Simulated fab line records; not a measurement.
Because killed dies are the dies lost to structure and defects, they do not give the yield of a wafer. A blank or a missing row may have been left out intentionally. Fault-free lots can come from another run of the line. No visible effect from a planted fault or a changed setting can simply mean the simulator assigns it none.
The tool behind it: which one?    flow berkeley cmos170    14 lots with 42 wafers sampled at 2 steps, on a route of 331 steps

== WHAT EACH GAUGE READ, for each wafer ==
No reading from a measuring or inspecting step in the record can be judged against a usual standard deviation.

== WHAT TOOL EACH LOT RAN ON (gives the tool, then ch and the chambers of the sampled wafers, and finally the start) ==
lot   UCB170_NWELL_SOFTBAKE_08          UCB170_NWELL_STRIP_15
L745  litho track-02 ch 0, day 2 07:08  plasma asher-02 ch 0,1, day 2 08:04
L746  litho track-03 ch 0, day 2 15:13  plasma asher-01 ch 0,1, day 2 16:11
L748  litho track-01 ch 0, day 2 22:10  plasma asher-02 ch 0,1, day 2 23:41
L747  litho track-02 ch 0, day 2 22:10  plasma asher-04 ch 0,1, day 2 23:34
L750  litho track-03 ch 0, day 3 07:44  plasma asher-02 ch 0,1, day 3 08:49
L751  litho track-03 ch 0, day 3 17:08  plasma asher-01 ch 0,1, day 3 18:11
L760  litho track-02 ch 0, day 5 09:40  plasma asher-01 ch 0,1, day 5 10:44
L759  litho track-03 ch 0, day 5 09:41  plasma asher-04 ch 0,1, day 5 10:37
L761  litho track-02 ch 0, day 5 15:50  plasma asher-04 ch 0,1, day 5 16:40
L762  litho track-01 ch 0, day 6 00:56  plasma asher-04 ch 0,1, day 6 01:46
L763  litho track-03 ch 0, day 6 01:05  plasma asher-02 ch 0,1, day 6 02:04
L766  litho track-01 ch 0, day 6 18:29  plasma asher-01 ch 0,1, day 6 19:27
L767  litho track-03 ch 0, day 6 18:33  plasma asher-04 ch 0,1, day 6 19:43
L768  litho track-01 ch 0, day 7 05:13  plasma asher-04 ch 0,1, day 7 06:21
- UCB170_NWELL_SOFTBAKE_08: time 60 s.
- UCB170_NWELL_STRIP_15: strips in O2.

== WHAT THE TOOLS THEMSELVES READ (means of the sampled wafers that have a number; where no wafer has one, the mark that the record gives instead) ==
UCB170_NWELL_SOFTBAKE_08. Usual: exhaust pa 44.9 Pa, standard deviation 0.89; heater power total W 56.80 W, standard deviation 0.048; plate temp C 130.00 C, standard deviation 0.13; resist line temp C 22.98 C, standard deviation 0.11.
lot   tool            exhaust pa (Pa)  heater power total W (W)  plate temp C (C)  resist line temp C (C)  flag
L745  litho track-02  44.8             56.79                     130.01            22.94                   
L746  litho track-03  43.8             56.79                     130.01            22.98                   
L748  litho track-01  43.9             56.79                     130.09            22.88                   
L747  litho track-02  45.7             56.81                     130.07            22.95                   
L750  litho track-03  45.7             56.84                     129.99            23.23                   
L751  litho track-03  45.8             56.80                     130.06            23.06                   
L760  litho track-02  45.7             47.12                     112.79            23.09                   OFF
L759  litho track-03  44.2             56.77                     130.17            23.05                   
L761  litho track-02  45.4             47.12                     112.85            22.94                   OFF
L762  litho track-01  44.9             56.77                     129.79            23.03                   
L763  litho track-03  45.1             56.82                     129.91            23.03                   
L766  litho track-01  44.1             56.80                     129.96            23.03                   
L767  litho track-03  44.3             56.81                     129.83            23.03                   
L768  litho track-01  43.6             56.80                     130.13            22.95                   

UCB170_NWELL_STRIP_15. Usual: drypump motor current A 5.6 A, standard deviation 0.4; oes product au 0.721 a.u., standard deviation 0.0048; strip time to endpoint s 18.01 s, standard deviation 0.086.
lot   tool             drypump motor current A (A)  oes product au (a.u.)  strip time to endpoint s (s)  flag
L745  plasma asher-02  5.8                          0.725                  17.96                         
L746  plasma asher-01  5.9                          0.718                  17.99                         
L748  plasma asher-02  5.8                          0.718                  18.06                         
L747  plasma asher-04  5.3                          0.719                  17.94                         
L750  plasma asher-02  5.8                          0.715                  18.07                         
L751  plasma asher-01  5.9                          0.717                  18.04                         
L760  plasma asher-01  5.8                          0.718                  18.32                         OFF
L759  plasma asher-04  5.3                          0.720                  18.13                         
L761  plasma asher-04  5.4                          0.719                  18.45                         OFF
L762  plasma asher-04  5.3                          0.718                  18.04                         
L763  plasma asher-02  5.8                          0.719                  18.09                         
L766  plasma asher-01  5.5                          0.722                  17.97                         
L767  plasma asher-04  5.3                          0.720                  18.09                         
L768  plasma asher-04  5.3                          0.720                  18.12                         

== THE ANSWER, worked out from the rows above alone ==
Rule: lot off if the mean of its wafers having a number is beyond 3 standard deviations from the usual mean. A lot without any number at a reading at which 4 lots or more have one is off too. All remaining lots with rows at the step are treated as sound. After the gauges, taken in route order, come the tools' own readings; for these a lot's mean is taken, as printed above. At the first step where some lot is off, the reading lying furthest off is the one used; lots without a number count as furthest.
Off: L760, L761 (UCB170_NWELL_SOFTBAKE_08, heater power total W).
A tool fits if, at that step or a process step before it, it ran every lot that is off, and no sound lot after the first of them. One fits: UCB170_NWELL_SOFTBAKE_08 on litho track-02. A fault onset in the window from L747 (day 2 22:10, its last sound lot) to L760 (day 5 09:40, its first lot off) fits.
The tool's own readings at UCB170_NWELL_SOFTBAKE_08 bear it out: on the lots that are off they differ by more than 5 times the standard deviation of the sound lots' means. heater power total W reads 47.12 W there against 56.80 W on the sound lots; plate temp C reads 112.82 C there against 130.00 C on the sound lots.

== WHAT THE SIMULATOR PUT IN ==
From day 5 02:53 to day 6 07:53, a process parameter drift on litho track-02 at UCB170_NWELL_SOFTBAKE_08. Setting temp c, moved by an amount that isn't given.
Lots struck among those shown: L760, L761. The same result came from the rule above.
